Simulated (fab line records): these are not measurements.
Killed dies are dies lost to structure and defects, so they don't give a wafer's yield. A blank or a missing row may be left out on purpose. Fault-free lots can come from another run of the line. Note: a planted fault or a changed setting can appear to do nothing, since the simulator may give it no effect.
What tool caused it? || flow berkeley_cmos170 || 15 lots, 44 wafers sampled, at 2 steps of a route of 331

== WHAT THE GAUGES READ, wafer by wafer ==
UCB170_V2_CD_MEAS_12 targets a cd of 700 nm. Usual: cd_nm at 700.2 nm, with a standard deviation of 1.7.
{"lot": "L186", "measured": "day 8 10:22", "on": "cd_sem-02", "cd_nm (nm)": "698.5 698.8 700.4", "flag": ""}
{"lot": "L188", "measured": "day 8 13:07", "on": "cd_sem-02", "cd_nm (nm)": "698.6 698.7 699.8", "flag": ""}
{"lot": "L189", "measured": "day 8 13:45", "on": "cd_sem-01", "cd_nm (nm)": "699.2 699.8 699.4", "flag": ""}
{"lot": "L187", "measured": "day 8 17:31", "on": "cd_sem-01", "cd_nm (nm)": "697.9 697.5 698.8", "flag": ""}
{"lot": "L192", "measured": "day 9 17:25", "on": "cd_sem-01", "cd_nm (nm)": "703.2 703.2 702.9", "flag": ""}
{"lot": "L191", "measured": "day 9 17:41", "on": "cd_sem-01", "cd_nm (nm)": "703.3 703.1 702.8", "flag": ""}
{"lot": "L193", "measured": "day 9 17:38", "on": "cd_sem-02", "cd_nm (nm)": "700.3 700.0", "flag": ""}
{"lot": "L199", "measured": "day 11 00:40", "on": "cd_sem-02", "cd_nm (nm)": "700.4 698.3 699.6", "flag": ""}
{"lot": "L196", "measured": "day 11 03:33", "on": "cd_sem-02", "cd_nm (nm)": "700.3 699.6 700.7", "flag": ""}
{"lot": "L202", "measured": "day 11 13:08", "on": "cd_sem-02", "cd_nm (nm)": "700.5 700.5 700.5", "flag": ""}
{"lot": "L201", "measured": "day 11 14:49", "on": "cd_sem-01", "cd_nm (nm)": "703.1 703.3 703.5", "flag": ""}
{"lot": "L203", "measured": "day 12 02:17", "on": "cd_sem-02", "cd_nm (nm)": "699.7 700.2 700.2", "flag": ""}
{"lot": "L204", "measured": "day 12 02:33", "on": "cd_sem-02", "cd_nm (nm)": "700.6 701.0 702.1", "flag": ""}
{"lot": "L208", "measured": "day 12 20:37", "on": "cd_sem-01", "cd_nm (nm)": "698.5 700.7 699.1", "flag": ""}
{"lot": "L207", "measured": "day 12 22:58", "on": "cd_sem-01", "cd_nm (nm)": "699.7 701.0 698.8", "flag": ""}

== EACH LOT AND THE TOOL THAT RAN IT (in order: tool; ch and the chambers of the sampled wafers; start) ==
{"lot": "L186", "UCB170_V2_CMP_02": "cmp-01 ch 2,3, day 8 08:17"}
{"lot": "L188", "UCB170_V2_CMP_02": "cmp-02 ch 0,2, day 8 10:55"}
{"lot": "L189", "UCB170_V2_CMP_02": "cmp-01 ch 0,1,2, day 8 11:52"}
{"lot": "L187", "UCB170_V2_CMP_02": "cmp-01 ch 0,1,2, day 8 15:30"}
{"lot": "L192", "UCB170_V2_CMP_02": "cmp-02 ch 0,3, day 9 15:26"}
{"lot": "L191", "UCB170_V2_CMP_02": "cmp-01 ch 1,2, day 9 15:28"}
{"lot": "L193", "UCB170_V2_CMP_02": "cmp-01 ch 0,1, day 9 15:49"}
{"lot": "L199", "UCB170_V2_CMP_02": "cmp-02 ch 0,1,2, day 10 23:11"}
{"lot": "L196", "UCB170_V2_CMP_02": "cmp-02 ch 1,2,3, day 11 00:58"}
{"lot": "L202", "UCB170_V2_CMP_02": "cmp-02 ch 2,3, day 11 11:27"}
{"lot": "L201", "UCB170_V2_CMP_02": "cmp-01 ch 0,2,3, day 11 13:12"}
{"lot": "L203", "UCB170_V2_CMP_02": "cmp-01 ch 0,1, day 11 21:20"}
{"lot": "L204", "UCB170_V2_CMP_02": "cmp-02 ch 1,2,3, day 11 22:46"}
{"lot": "L208", "UCB170_V2_CMP_02": "cmp-01 ch 0,1,2, day 12 19:04"}
{"lot": "L207", "UCB170_V2_CMP_02": "cmp-02 ch 0,1,2, day 12 21:10"}
- UCB170_V2_CMP_02: polishes SiO2.

== WHAT THE TOOLS THEMSELVES READ (means of the sampled wafers that have a number; where no wafer has one, the mark that the record gives instead) ==
UCB170_V2_CMP_02. Usual: edge_zone_pressure_frac 0.999, standard deviation 0.0045; motor_current_A 16.5 A, standard deviation 1.7.
{"lot": "L186", "tool": "cmp-01", "edge_zone_pressure_frac": 1.000, "motor_current_A (A)": 17.1, "flag": ""}
{"lot": "L188", "tool": "cmp-02", "edge_zone_pressure_frac": 1.000, "motor_current_A (A)": 16.7, "flag": ""}
{"lot": "L189", "tool": "cmp-01", "edge_zone_pressure_frac": 1.004, "motor_current_A (A)": 14.7, "flag": ""}
{"lot": "L187", "tool": "cmp-01", "edge_zone_pressure_frac": 1.000, "motor_current_A (A)": 15.1, "flag": ""}
{"lot": "L192", "tool": "cmp-02", "edge_zone_pressure_frac": 0.996, "motor_current_A (A)": 16.7, "flag": ""}
{"lot": "L191", "tool": "cmp-01", "edge_zone_pressure_frac": 0.996, "motor_current_A (A)": 14.9, "flag": ""}
{"lot": "L193", "tool": "cmp-01", "edge_zone_pressure_frac": 1.000, "motor_current_A (A)": 14.9, "flag": ""}
{"lot": "L199", "tool": "cmp-02", "edge_zone_pressure_frac": 0.999, "motor_current_A (A)": 17.5, "flag": ""}
{"lot": "L196", "tool": "cmp-02", "edge_zone_pressure_frac": 0.996, "motor_current_A (A)": 17.8, "flag": ""}
{"lot": "L202", "tool": "cmp-02", "edge_zone_pressure_frac": 1.003, "motor_current_A (A)": 18.0, "flag": ""}
{"lot": "L201", "tool": "cmp-01", "edge_zone_pressure_frac": 0.999, "motor_current_A (A)": 16.0, "flag": ""}
{"lot": "L203", "tool": "cmp-01", "edge_zone_pressure_frac": 0.996, "motor_current_A (A)": 15.2, "flag": ""}
{"lot": "L204", "tool": "cmp-02", "edge_zone_pressure_frac": 1.003, "motor_current_A (A)": 17.6, "flag": ""}
{"lot": "L208", "tool": "cmp-01", "edge_zone_pressure_frac": 0.998, "motor_current_A (A)": 14.9, "flag": ""}
{"lot": "L207", "tool": "cmp-02", "edge_zone_pressure_frac": 1.002, "motor_current_A (A)": 17.1, "flag": ""}

== THE ANSWER, worked out from the rows above alone ==
Rule: take the mean of a lot's wafers that have a number; if it is more than 3 standard deviations from the usual mean, the lot is off. A lot without any number at a reading at which 4 lots or more have one is off too. Where the step has rows for the other lots, those lots are counted as sound. First the gauges in route order, then the tools' own readings, where a lot's mean is used as printed above. At the first step where some lot is off, the reading lying furthest off is the one used; lots without a number count as furthest.
None of the lots is off at any reading shown; this tells nothing.

== WHAT WAS PUT IN BY THE SIMULATOR ==
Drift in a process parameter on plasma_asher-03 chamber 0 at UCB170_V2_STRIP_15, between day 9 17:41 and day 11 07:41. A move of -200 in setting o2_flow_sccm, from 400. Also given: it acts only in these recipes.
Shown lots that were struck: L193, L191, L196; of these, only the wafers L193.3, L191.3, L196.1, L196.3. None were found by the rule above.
